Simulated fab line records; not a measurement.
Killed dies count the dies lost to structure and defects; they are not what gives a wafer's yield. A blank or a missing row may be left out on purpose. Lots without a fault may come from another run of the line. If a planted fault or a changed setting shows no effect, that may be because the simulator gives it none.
Problem report in the 8D (eight disciplines) form, filled by code | flow rit_cmos | the parts of the form that need people (team, actions taken, sign-off) are left out

== 1. WHAT WENT WRONG ==
Mean of spin_speed_rpm at RIT_NWELL_COAT_01: 1919.9 rpm across 6 wafers in 2 lots; on wafers with no fault it is 2000.0 rpm (standard deviation 1.2). Relative to the usual mean, that is a shift of -67 standard deviations.
The step: resist thk 1300 nm.
The first sign was on wafer L872.3 at day 5 00:50, on litho_track-04. Wafers with a number at this step in the record: 18, from 6 lots. Rule for "out", or "out of limits": more than 4 standard deviations from the usual mean. Any other wafer with a number is counted as sound.

== 2. WHAT IT IS, AND WHAT IT ISN'T ==
question                    | is                     | is not
which readings at this step | spin_speed_rpm         | -
which lots                  | L872, L875             | L860, L861, L878, L879
which wafers of those lots  | all that have a number | -
read on which tools         | litho_track-04         | litho_track-02, litho_track-03
when                        | from day 5 00:50       | up to then (6 sound wafers); but 6 sound wafers of L878, L879 came after

== 3. WHAT RULES OUT EACH SUSPECT ==
Counting: a tool at any process step up to the reading remains a suspect when it ran all the lots that are out and ran no sound lot after the first of those.
- litho_track-04 at RIT_NWELL_COAT_01 (resist thk 1300 nm): kept. All lots that are out passed through it, beginning with L872 at day 5 00:50, and no sound lot followed; its final sound lot before that point was L861 at day 2 11:40. Out on those wafers are its own readings of spin_speed_rpm.
The count leaves litho_track-04 at RIT_NWELL_COAT_01.

== 4. THE CAUSE (what the simulator had put in) ==
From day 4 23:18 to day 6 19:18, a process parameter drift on litho_track-04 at RIT_NWELL_COAT_01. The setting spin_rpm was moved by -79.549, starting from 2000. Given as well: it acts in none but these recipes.
Only this tool survived the counting.

== 5. SEQUENCE OF EFFECTS, ordered by route ==
Each row: a reading whose mean over the struck wafers that have a number lies more than 3 standard deviations from the usual. Scope: only readings with a usual standard deviation given in the record; hours: median across lots of the time from each lot's start at the first step in this table that gives one to its start at this step; sigmas: change in usual standard deviations.
hours | step              | reading        | usual      | on struck wafers | change | sigmas
0     | RIT_NWELL_COAT_01 | spin_speed_rpm | 2000.0 rpm | 1919.9           | -80.1  | -67
It contains these process steps:
- RIT_NWELL_COAT_01: resist thk 1300 nm.
At these later measuring or inspecting steps, every struck wafer for which the step has a row has a number for every such reading, and none has moved that far: RIT_NWELL_OVL_MEAS_06.

== 6. WHAT WOULD HAVE CAUGHT IT SOONER ==
In this record the first reading out of limits was taken at day 5 00:50, 2 hours after the fault began at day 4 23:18.
